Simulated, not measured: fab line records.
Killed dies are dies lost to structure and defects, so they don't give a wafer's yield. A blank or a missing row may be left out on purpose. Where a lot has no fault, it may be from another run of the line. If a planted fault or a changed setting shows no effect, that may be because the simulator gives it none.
fab line records	flow rit-cmos	part 1 of 2: steps 1 to 32 of 45
[record] lots = 5	wafers = 15	last-day = 7
route steps=202 shown PSD@145 SDANNEAL@153 NSD@158 PLDD@159 NLDD@160 SILICIDE@161 CONTACT@168 M1@184
lots untouched by any fault: they come from a run of this same line in which no faults occurred
start-h: hours from the record's first day to the start of the lot's first wafer shown	wait-h: how many hours have passed since the lot's step before this one	" identical to the entry in the row above	L1.1+2: one row covering several wafers at once	- no value present, or no start provided	* or withheld: withheld	< > ~ a bound
route shown NAME@n: names a module that has steps shown in the file, with the first one's number in the route	usual: mean and standard deviation over wafers with no fault	same: alike in all rows	chamber/n: place in a boat	sites: per-site readings	_std_site: standard deviation across them	_edge_site: mean of outer sites minus mean of inner sites	radius-mm: for every site, how far away it sits from the centre of the wafer	mask NAME#n: copy n	behind: tool/chamber where the wafer was last shaped	hold: why the lot went on hold/how many hours it stayed there/how the hold came to an end	device: the n, p or np transistor that did not switch	end of line: the same wafers' tests at the end of the route	a step without rows: its recipe alone	killed: at the first sort, the dies lost to defects and structure; wafer yield is something else	map: per-die view of a wafer (x killed, . not killed, _ where there is no die)
set.NAME: the setting the step ran with; set.NAME@STEP: the setting that earlier step ran with	model.NAME: the simulator's own value behind a step, which no gauge read
lots seen at some steps along the route; tables by step, rows by wafer
services: from which hour (start-h, from the record's first day; less than 0 if before it) a tool's chamber was out of use, for how many hours, and why
[[steps]]
[step RIT_PSD_EXPOSE_03]
[recipe] mask-id = M10	na = 0.57	target-cd-nm = 40900	dose-mj = 250
[usual] focus-offset-nm = 0.0/0.55
lot.wafer	tool	chamber	start-h	wait-h	mask	focus-offset-nm
L074.2	iline-stepper-01	0	51.02	0.1	M10#0	0.5
L074.3	"	0	"	"	M10#0	0.1
L074.6	"	0	"	"	M10#0	-0.3
L076.1	iline-stepper-01	0	64.42	0.3	M10#0	0.3
L076.4	"	0	"	"	M10#0	-0.8
L076.6	"	0	"	"	M10#0	0.9
L083.1	iline-stepper-01	0	99.00	0.1	M10#0	0.4
L083.3	"	0	"	"	M10#0	0.0
L083.6	"	0	"	"	M10#0	-0.1
L092.4	iline-stepper-01	0	142.84	0.1	M10#0	0.2
L092.5	"	0	"	"	M10#0	-0.1
L092.6	"	0	"	"	M10#0	-0.9
L097.1	iline-stepper-01	0	165.52	0.1	M10#0	0.5
L097.3	"	0	"	"	M10#0	-0.5
L097.4	"	0	"	"	M10#0	0.6
[step RIT_PSD_PEB_04]
[recipe] resist = NOVOLAK	temp-c = withheld	time-s = withheld
lot.wafer	tool	chamber	start-h	wait-h
L074.2+3+6	litho-track-04	0	51.14	0.1
L076.1+4+6	litho-track-01	0	64.64	0.2
L083.1+3+6	litho-track-01	0	99.11	0.1
L092.4+5+6	litho-track-04	0	142.97	0.1
L097.1+3+4	litho-track-04	0	165.64	0.1
[step RIT_PSD_DEVELOP_05]
[recipe] resist = NOVOLAK	develop-time-s = 50	dev-temp-c = 23
lot.wafer	tool	chamber	start-h	wait-h
L074.2+3+6	litho-track-04	0	-	-
L076.1+4+6	litho-track-01	0	-	-
L083.1+3+6	litho-track-01	0	-	-
L092.4+5+6	litho-track-04	0	-	-
L097.1+3+4	litho-track-04	0	-	-
[step RIT_PSD_OVL_MEAS_06]
[usual] PSD_OVL = -0.2/1.4
lot.wafer	tool	chamber	start-h	wait-h	PSD_OVL[nm]
L074.2	overlay-02	-	51.41	-	1.4
L074.3	"	-	"	"	0.7
L074.6	"	-	"	"	1.3
L076.1	overlay-01	-	64.93	-	0.4
L076.4	"	-	"	"	0.9
L076.6	"	-	"	"	1.0
L083.1	overlay-01	-	99.40	-	0.6
L083.3	"	-	"	"	1.6
L083.6	"	-	"	"	-0.9
L092.4	overlay-01	-	143.20	-	1.2
L092.5	"	-	"	"	1.9
L092.6	"	-	"	"	0.7
L097.1	overlay-02	-	165.92	-	0.1
L097.3	"	-	"	"	0.2
L097.4	"	-	"	"	0.2
[step RIT_PSD_HARDBAKE_07]
[recipe] resist = NOVOLAK	temp-c = 140	time-s = 60
lot.wafer	tool	chamber	start-h	wait-h
L074.2+3+6	litho-track-03	0	51.46	0.0
L076.1+4+6	litho-track-03	0	64.96	0.0
L083.1+3+6	litho-track-03	0	99.43	0.0
L092.4+5+6	litho-track-03	0	143.29	0.1
L097.1+3+4	litho-track-04	0	165.96	0.0
[step RIT_PSD_IMPLANT_08]
[recipe] species = BF2	energy-kev = 27	dose-cm2 = 5.073e+15	tilt-deg = 7
[same] implant-ion-amu = 49
lot.wafer	tool	chamber	start-h	wait-h
L074.2+3+6	implanter-01	0	51.61	0.1
L076.1+4+6	implanter-01	0	65.11	0.1
L083.1+3+6	implanter-01	0	99.58	0.1
L092.4+5+6	implanter-04	0	143.44	0.1
L097.1+3+4	implanter-04	0	166.11	0.1
[step RIT_PSD_STRIP_09]
[recipe] chemistry = O2	time-s = 180	resist = NOVOLAK	platen-temp-c = withheld	power-w = 500	pressure-mtorr = 4000	o2-flow-sccm = 4000
[usual] drypump-motor-current-A = 5.7/0.43
lot.wafer	tool	chamber	start-h	wait-h	drypump-motor-current-A	rf-hours-counter-h
L074.2	plasma-asher-01	1	51.74	0.1	5.9	27
L074.3	"	0	"	"	4.8	-
L074.6	"	1	"	"	5.9	-
L076.1	plasma-asher-02	1	65.26	0.1	5.9	40
L076.4	"	1	"	"	6.0	-
L076.6	"	0	"	"	5.7	-
L083.1	plasma-asher-04	1	99.73	0.1	5.8	44
L083.3	"	1	"	"	5.9	-
L083.6	"	0	"	"	5.9	-
L092.4	plasma-asher-01	0	143.57	0.1	4.8	-
L092.5	"	0	"	"	4.8	-
L092.6	"	1	"	"	5.9	-
L097.1	plasma-asher-04	0	166.26	0.1	5.9	52
L097.3	"	1	"	"	5.8	-
L097.4	"	0	"	"	5.8	-
[step RIT_PSD_TW_MEAS_10]
[usual] PSD_TW = 3422/14
lot.wafer	tool	chamber	start-h	wait-h	PSD_TW
L074.2	film-metro-04	-	51.92	0.1	3422
L074.3	"	-	"	"	3423
L074.6	"	-	"	"	3423
L076.1	film-metro-04	-	65.44	0.1	3425
L076.4	"	-	"	"	3421
L076.6	"	-	"	"	3412
L083.1	film-metro-02	-	99.91	0.1	3415
L083.3	"	-	"	"	3414
L083.6	"	-	"	"	3426
L092.4	film-metro-04	-	143.72	0.1	3448
L092.5	"	-	"	"	3449
L092.6	"	-	"	"	3452
L097.1	film-metro-03	-	166.43	0.1	3434
L097.3	"	-	"	"	3447
L097.4	"	-	"	"	3434
[step RIT_SDANNEAL_CLEAN_00]
[recipe] chemistry = SC1	mix = 3:3:50	time-s = 600	temp-c = 75
lot.wafer	tool	chamber	start-h	wait-h
L074.2+3+6	wet-bench-04	0	51.97	0.0
L076.1+4+6	wet-bench-04	3	65.50	0.1
L083.1+3+6	wet-bench-01	3	99.97	0.1
L092.4+5+6	wet-bench-02	2	143.75	0.0
L097.1+3+4	wet-bench-04	2	166.49	0.1
[step RIT_SDANNEAL_CLEAN_01]
[recipe] chemistry = dHF	dilution = 50:1	time-s = 30
lot.wafer	tool	chamber	start-h	wait-h
L074.2+3+6	wet-bench-02	0	52.15	0.0
L076.1+4+6	wet-bench-01	2	65.67	0.0
L083.1+3+6	wet-bench-04	3	100.16	0.0
L092.4+5+6	wet-bench-04	3	143.92	0.0
L097.1+3+4	wet-bench-01	3	166.67	0.0
[step RIT_SDANNEAL_CLEAN_02]
[recipe] chemistry = SC2	mix = 3:3:50	time-s = 600	temp-c = 75	dry = n2-spin
lot.wafer	tool	chamber	start-h	wait-h
L074.2+3+6	wet-bench-04	3	52.16	0.0
L076.1+4+6	wet-bench-02	2	65.69	0.0
L083.1+3+6	wet-bench-01	2	100.18	0.0
L092.4+5+6	wet-bench-01	0	143.94	0.0
L097.1+3+4	wet-bench-04	1	166.68	0.0
[step RIT_SDANNEAL_RTA_03]
[recipe] temp-c = 1050	time-s = 5	idle-temp-c = 600	ramp-up-c-per-s = 342	ramp-down-c-per-s = 171	cool-to-c = 600	ambient = N2
[usual] wafer_temp_C_max = 1053.4/1.1
lot.wafer	tool	chamber	start-h	wait-h	wafer_temp_C_max
L074.2	rtp-anneal-02	0	52.35	0.0	1054.2
L074.3	"	0	"	"	1053.1
L074.6	"	0	"	"	1052.8
L076.1	rtp-anneal-02	0	65.88	0.0	1053.6
L076.4	"	0	"	"	1053.5
L076.6	"	0	"	"	1054.6
L083.1	rtp-anneal-01	0	100.37	0.0	1052.9
L083.3	"	0	"	"	1051.9
L083.6	"	0	"	"	1052.8
L092.4	rtp-anneal-02	0	144.14	0.0	1054.1
L092.5	"	0	"	"	1056.0
L092.6	"	0	"	"	1052.4
L097.1	rtp-anneal-01	0	166.86	0.0	1054.9
L097.3	"	0	"	"	1053.8
L097.4	"	0	"	"	1053.0
[step RIT_SDANNEAL_RS_MEAS_04]
[recipe] thk-meas-gauge = four-point-probe
[usual] PSD_RS = 115.6/0.31
lot.wafer	tool	chamber	start-h	wait-h	PSD_RS[ohm/sq]
L074.2	film-metro-04	-	52.42	0.1	115.8
L074.3	"	-	"	"	115.4
L074.6	"	-	"	"	115.8
L076.1	film-metro-02	-	65.94	0.0	115.1
L076.4	"	-	"	"	115.5
L076.6	"	-	"	"	115.2
L083.1	film-metro-02	-	100.43	0.0	115.8
L083.3	"	-	"	"	115.6
L083.6	"	-	"	"	115.5
L092.4	film-metro-04	-	144.23	0.1	114.8
L092.5	"	-	"	"	115.2
L092.6	"	-	"	"	115.3
L097.1	film-metro-02	-	166.92	0.0	115.7
L097.3	"	-	"	"	115.8
L097.4	"	-	"	"	115.8
[step RIT_SDANNEAL_RS_MEAS_05]
[recipe] thk-meas-gauge = four-point-probe
[usual] NSD_RS = 84.51/0.28
lot.wafer	tool	chamber	start-h	wait-h	NSD_RS[ohm/sq]
L074.2	film-metro-04	-	52.54	0.1	84.58
L074.3	"	-	"	"	84.78
L074.6	"	-	"	"	84.58
L076.1	film-metro-02	-	66.06	0.1	84.66
L076.4	"	-	"	"	84.62
L076.6	"	-	"	"	84.32
L083.1	film-metro-02	-	100.55	0.1	84.09
L083.3	"	-	"	"	84.05
L083.6	"	-	"	"	84.50
L092.4	film-metro-04	-	144.35	0.1	84.75
L092.5	"	-	"	"	84.35
L092.6	"	-	"	"	84.72
L097.1	film-metro-02	-	167.04	0.1	84.58
L097.3	"	-	"	"	84.40
L097.4	"	-	"	"	84.64
[step RIT_SDANNEAL_RS_MEAS_06]
[recipe] thk-meas-gauge = four-point-probe
[usual] PLDD_RS = 178.4/0.47
lot.wafer	tool	chamber	start-h	wait-h	PLDD_RS[ohm/sq]
L074.2	film-metro-04	-	52.66	0.1	177.9
L074.3	"	-	"	"	178.0
L074.6	"	-	"	"	178.0
L076.1	film-metro-02	-	66.18	0.1	177.7
L076.4	"	-	"	"	177.9
L076.6	"	-	"	"	178.2
L083.1	film-metro-02	-	100.67	0.1	178.1
L083.3	"	-	"	"	179.2
L083.6	"	-	"	"	178.5
L092.4	film-metro-04	-	144.47	0.1	178.0
L092.5	"	-	"	"	178.2
L092.6	"	-	"	"	178.9
L097.1	film-metro-02	-	167.16	0.1	177.9
L097.3	"	-	"	"	177.9
L097.4	"	-	"	"	178.6
[step RIT_SDANNEAL_RS_MEAS_07]
[recipe] thk-meas-gauge = four-point-probe
[usual] NLDD_RS = 151.5/0.54
lot.wafer	tool	chamber	start-h	wait-h	NLDD_RS[ohm/sq]
L074.2	film-metro-04	-	52.78	0.1	151.1
L074.3	"	-	"	"	151.1
L074.6	"	-	"	"	151.0
L076.1	film-metro-02	-	66.30	0.1	150.4
L076.4	"	-	"	"	150.7
L076.6	"	-	"	"	150.8
L083.1	film-metro-02	-	100.79	0.1	152.2
L083.3	"	-	"	"	151.9
L083.6	"	-	"	"	151.7
L092.4	film-metro-04	-	144.59	0.1	151.1
L092.5	"	-	"	"	151.1
L092.6	"	-	"	"	151.3
L097.1	film-metro-02	-	167.28	0.1	151.2
L097.3	"	-	"	"	151.2
L097.4	"	-	"	"	151.0
[step RIT_SILICIDE_WET_ETCH_00]
[recipe] chemistry = BOE	target = SiO2	target-depth-nm = 14	time-s = 15	dry = n2-spin	dilution = 10:1	temp-c = 21.5
lot.wafer	tool	chamber	start-h	wait-h
L074.2+3+6	wet-bench-03	3	52.88	0.1
L076.1+4+6	wet-bench-03	0	66.42	0.1
L083.1+3+6	wet-bench-04	3	100.91	0.1
L092.4+5+6	wet-bench-02	0	144.65	0.0
L097.1+3+4	wet-bench-02	3	167.40	0.1
[step RIT_SILICIDE_SPUTTER_01]
[recipe] material = Ti	target-thk-nm = 30	power-w = 337.6	chamber-pressure-pa = 0.667	gas = Ar	time-s = 240	substrate-temp-c = 25
[usual] throttle-valve-pct = 29.9/1.2
lot.wafer	tool	chamber	start-h	wait-h	throttle-valve-pct
L074.2	pvd-sputter-03	-	52.89	0.0	29.6
L074.3	"	-	"	"	29.6
L074.6	"	-	"	"	29.3
L076.1	pvd-sputter-03	-	66.43	0.0	29.5
L076.4	"	-	"	"	29.7
L076.6	"	-	"	"	29.6
L083.1	pvd-sputter-02	-	100.92	0.0	29.6
L083.3	"	-	"	"	28.7
L083.6	"	-	"	"	28.8
L092.4	pvd-sputter-02	-	144.67	0.0	28.9
L092.5	"	-	"	"	28.8
L092.6	"	-	"	"	29.7
L097.1	pvd-sputter-03	-	167.41	0.0	29.2
L097.3	"	-	"	"	29.2
L097.4	"	-	"	"	29.7
[step RIT_SILICIDE_RS_MEAS_02]
[recipe] thk-meas-gauge = four-point-probe	reads = Ti_of_SILICIDE_SPUTTER_01
[usual] SILICIDE_TI_RS = 49.7/0.57
lot.wafer	tool	chamber	start-h	wait-h	SILICIDE_TI_RS[ohm/sq]
L074.2	film-metro-01	-	53.06	0.1	49.7
L074.3	"	-	"	"	49.3
L074.6	"	-	"	"	49.5
L076.1	film-metro-02	-	66.58	0.1	49.9
L076.4	"	-	"	"	49.4
L076.6	"	-	"	"	49.8
L083.1	film-metro-04	-	101.07	0.1	49.9
L083.3	"	-	"	"	50.4
L083.6	"	-	"	"	49.7
L092.4	film-metro-02	-	144.88	0.1	50.1
L092.5	"	-	"	"	50.1
L092.6	"	-	"	"	49.9
L097.1	film-metro-01	-	167.56	0.1	49.3
L097.3	"	-	"	"	49.3
L097.4	"	-	"	"	49.2
[step RIT_SILICIDE_THK_MEAS_03]
[recipe] thk-meas-gauge = xrf	reads = Ti_of_SILICIDE_SPUTTER_01
[usual] SILICIDE_TI_THK = 28.8/0.31
lot.wafer	tool	chamber	start-h	wait-h	SILICIDE_TI_THK[nm]
L074.2	film-metro-01	-	53.17	0.1	28.8
L074.3	"	-	"	"	28.8
L074.6	"	-	"	"	28.8
L076.1	film-metro-02	-	66.70	0.1	28.8
L076.4	"	-	"	"	28.6
L076.6	"	-	"	"	28.6
L083.1	film-metro-04	-	101.19	0.1	28.7
L083.3	"	-	"	"	28.2
L083.6	"	-	"	"	28.7
L092.4	film-metro-02	-	144.97	0.1	28.5
L092.5	"	-	"	"	28.7
L092.6	"	-	"	"	28.5
L097.1	film-metro-01	-	167.68	0.1	29.1
L097.3	"	-	"	"	29.0
L097.4	"	-	"	"	29.2
[step RIT_SILICIDE_RTA_04]
[recipe] temp-c = 650	time-s = 10	idle-temp-c = 25	ramp-up-s = 5	ramp-down-s = 5	cool-to-c = 25	ambient = N2
[usual] wafer_temp_C_max = 652.8/0.66
lot.wafer	tool	chamber	start-h	wait-h	wafer_temp_C_max
L074.2	rtp-anneal-01	0	53.23	0.1	652.9
L074.3	"	0	"	"	652.0
L074.6	"	0	"	"	652.3
L076.1	rtp-anneal-01	0	66.76	0.1	652.5
L076.4	"	0	"	"	652.4
L076.6	"	0	"	"	652.7
L083.1	rtp-anneal-02	0	101.25	0.1	653.6
L083.3	"	0	"	"	653.9
L083.6	"	0	"	"	654.8
L092.4	rtp-anneal-01	0	145.03	0.1	653.3
L092.5	"	0	"	"	651.8
L092.6	"	0	"	"	652.4
L097.1	rtp-anneal-02	0	167.74	0.1	652.5
L097.3	"	0	"	"	653.3
L097.4	"	0	"	"	652.5
[step RIT_SILICIDE_WET_ETCH_05]
[recipe] chemistry = SPM	target = Ti	temp-c = 90	time-s = 120	dry = n2-spin
lot.wafer	tool	chamber	start-h	wait-h
L074.2+3+6	wet-bench-04	1	53.29	0.0
L076.1+4+6	wet-bench-04	0	66.83	0.1
L083.1+3+6	wet-bench-03	3	101.32	0.1
L092.4+5+6	wet-bench-02	1	145.06	0.0
L097.1+3+4	wet-bench-02	2	167.81	0.1
[step RIT_SILICIDE_RTA_06]
[recipe] temp-c = 750	time-s = 10	idle-temp-c = 25	ramp-up-s = 5	ramp-down-s = 10	cool-to-c = 25	ambient = N2
[usual] wafer_temp_C_max = 753.2/0.81
lot.wafer	tool	chamber	start-h	wait-h	wafer_temp_C_max
L074.2	rtp-anneal-02	0	53.34	0.0	754.4
L074.3	"	0	"	"	755.6
L074.6	"	0	"	"	754.5
L076.1	rtp-anneal-02	0	66.87	0.0	753.1
L076.4	"	0	"	"	753.7
L076.6	"	0	"	"	754.2
L083.1	rtp-anneal-01	0	101.36	0.0	753.6
L083.3	"	0	"	"	753.1
L083.6	"	0	"	"	753.3
L092.4	rtp-anneal-02	0	145.14	0.0	754.2
L092.5	"	0	"	"	752.2
L092.6	"	0	"	"	752.9
L097.1	rtp-anneal-01	0	167.85	0.0	752.5
L097.3	"	0	"	"	752.7
L097.4	"	0	"	"	752.2
[step RIT_CONTACT_CVD_00]
[recipe] material = SiO2	target-thk-nm = 400	precursor = TEOS	temp-c = 390	time-s = 61	rf-w = 400
[usual] heater-power-w = 327/44	susceptor-temp-C = 390.02/0.21
lot.wafer	tool	chamber	start-h	wait-h	heater-power-w	susceptor-temp-C
L074.2	pecvd-04	1	53.39	0.0	412	390.06
L074.3	"	0	"	"	319	390.03
L074.6	"	0	"	"	335	389.97
L076.1	pecvd-03	0	66.94	0.1	343	389.87
L076.4	"	2	"	"	371	389.83
L076.6	"	1	"	"	296	390.08
L083.1	pecvd-04	1	101.42	0.1	398	390.24
L083.3	"	2	"	"	370	390.10
L083.6	"	2	"	"	375	390.41
L092.4	pecvd-04	0	145.20	0.0	294	390.05
L092.5	"	2	"	"	319	390.01
L092.6	"	1	"	"	405	389.94
L097.1	pecvd-03	0	167.91	0.1	340	389.95
L097.3	"	2	"	"	326	390.36
L097.4	"	1	"	"	290	389.90
[step RIT_CONTACT_THK_MEAS_01]
[recipe] reads = SiO2_of_CONTACT_CVD_00
[usual] CONTACT_TEOS_THK = 399/5
lot.wafer	tool	chamber	start-h	wait-h	CONTACT_TEOS_THK[nm]
L074.2	film-metro-02	-	53.45	0.0	400
L074.3	"	-	"	"	402
L074.6	"	-	"	"	406
L076.1	film-metro-03	-	66.99	0.0	394
L076.4	"	-	"	"	399
L076.6	"	-	"	"	400
L083.1	film-metro-03	-	101.47	0.0	401
L083.3	"	-	"	"	401
L083.6	"	-	"	"	408
L092.4	film-metro-01	-	145.25	0.0	398
L092.5	"	-	"	"	393
L092.6	"	-	"	"	400
L097.1	film-metro-02	-	167.96	0.0	391
L097.3	"	-	"	"	401
L097.4	"	-	"	"	404
[step RIT_CONTACT_HMDS_02]
[recipe] prime-time-s = 60	prime-temp-c = 140
lot.wafer	tool	chamber	start-h	wait-h
L074.2+3+6	litho-track-03	0	53.53	0.1
L076.1+4+6	litho-track-01	0	67.05	0.1
L083.1+3+6	litho-track-03	0	101.53	0.1
L092.4+5+6	litho-track-01	0	145.36	0.1
L097.1+3+4	litho-track-03	0	168.02	0.1
[step RIT_CONTACT_COAT_03]
[recipe] resist = NOVOLAK	spin-rpm = 3250	resist-thk-nm = 1000
lot.wafer	tool	chamber	start-h	wait-h
L074.2+3+6	litho-track-03	0	53.68	0.1
L076.1+4+6	litho-track-01	0	67.20	0.1
L083.1+3+6	litho-track-03	0	101.68	0.1
L092.4+5+6	litho-track-01	0	145.51	0.1
L097.1+3+4	litho-track-03	0	168.17	0.1
[step RIT_CONTACT_SOFTBAKE_04]
[recipe] resist = NOVOLAK	temp-c = 90	time-s = 60
lot.wafer	tool	chamber	start-h	wait-h
L074.2+3+6	litho-track-03	0	53.83	0.1
L076.1+4+6	litho-track-01	0	67.35	0.1
L083.1+3+6	litho-track-03	0	101.83	0.1
L092.4+5+6	litho-track-01	0	145.66	0.1
L097.1+3+4	litho-track-03	0	168.32	0.1
[step RIT_CONTACT_EXPOSE_05]
[recipe] mask-id = M11	na = 0.6	source-shape = conventional	sigma-outer = 0.5	target-cd-nm = 1000	dose-mj = 250
[usual] focus-offset-nm = 0.0/0.58
[same] sigma-outer = 0.5
lot.wafer	tool	chamber	start-h	wait-h	mask	focus-offset-nm
L074.2	iline-stepper-02	0	54.10	0.2	M11#0	-0.6
L074.3	"	0	"	"	M11#0	0.0
L074.6	"	0	"	"	M11#0	0.1
L076.1	iline-stepper-02	0	67.62	0.2	M11#0	0.2
L076.4	"	0	"	"	M11#0	-0.4
L076.6	"	0	"	"	M11#0	-0.2
L083.1	iline-stepper-01	0	102.11	0.2	M11#0	0.2
L083.3	"	0	"	"	M11#0	0.2
L083.6	"	0	"	"	M11#0	-0.1
L092.4	iline-stepper-01	0	145.79	0.1	M11#0	-0.1
L092.5	"	0	"	"	M11#0	0.8
L092.6	"	0	"	"	M11#0	-0.2
L097.1	iline-stepper-01	0	168.47	0.1	M11#0	-0.2
L097.3	"	0	"	"	M11#0	0.2
L097.4	"	0	"	"	M11#0	0.5
[step RIT_CONTACT_PEB_06]
[recipe] resist = NOVOLAK	temp-c = withheld	time-s = withheld
lot.wafer	tool	chamber	start-h	wait-h
L074.2+3+6	litho-track-01	0	54.22	0.1
L076.1+4+6	litho-track-01	0	67.74	0.1
L083.1+3+6	litho-track-02	0	102.23	0.1
L092.4+5+6	litho-track-02	0	145.92	0.1
L097.1+3+4	litho-track-02	0	168.59	0.1
[step RIT_CONTACT_DEVELOP_07]
[recipe] resist = NOVOLAK	develop-time-s = 120	dev-temp-c = 23
lot.wafer	tool	chamber	start-h	wait-h
L074.2+3+6	litho-track-01	0	-	-
L076.1+4+6	litho-track-01	0	-	-
L083.1+3+6	litho-track-02	0	-	-
L092.4+5+6	litho-track-02	0	-	-
L097.1+3+4	litho-track-02	0	-	-
[step RIT_CONTACT_CD_MEAS_08]
[recipe] target-cd-nm = 1000
[usual] cd-nm = 1000.1/2
lot.wafer	tool	chamber	start-h	wait-h	cd-nm
L074.2	cd-sem-01	-	54.62	-	996.5
L074.3	"	-	"	"	996.4
L074.6	"	-	"	"	995.6
L076.1	cd-sem-02	-	68.14	-	1000.8
L076.4	"	-	"	"	998.3
L076.6	"	-	"	"	1000.3
L083.1	cd-sem-02	-	102.63	-	1001.4
L083.3	"	-	"	"	1001.9
L083.6	"	-	"	"	1004.6
L092.4	cd-sem-02	-	146.31	-	1000.3
L092.5	"	-	"	"	1000.5
L092.6	"	-	"	"	1002.7
L097.1	cd-sem-02	-	168.99	-	1001.5
L097.3	"	-	"	"	1000.1
L097.4	"	-	"	"	1003.1
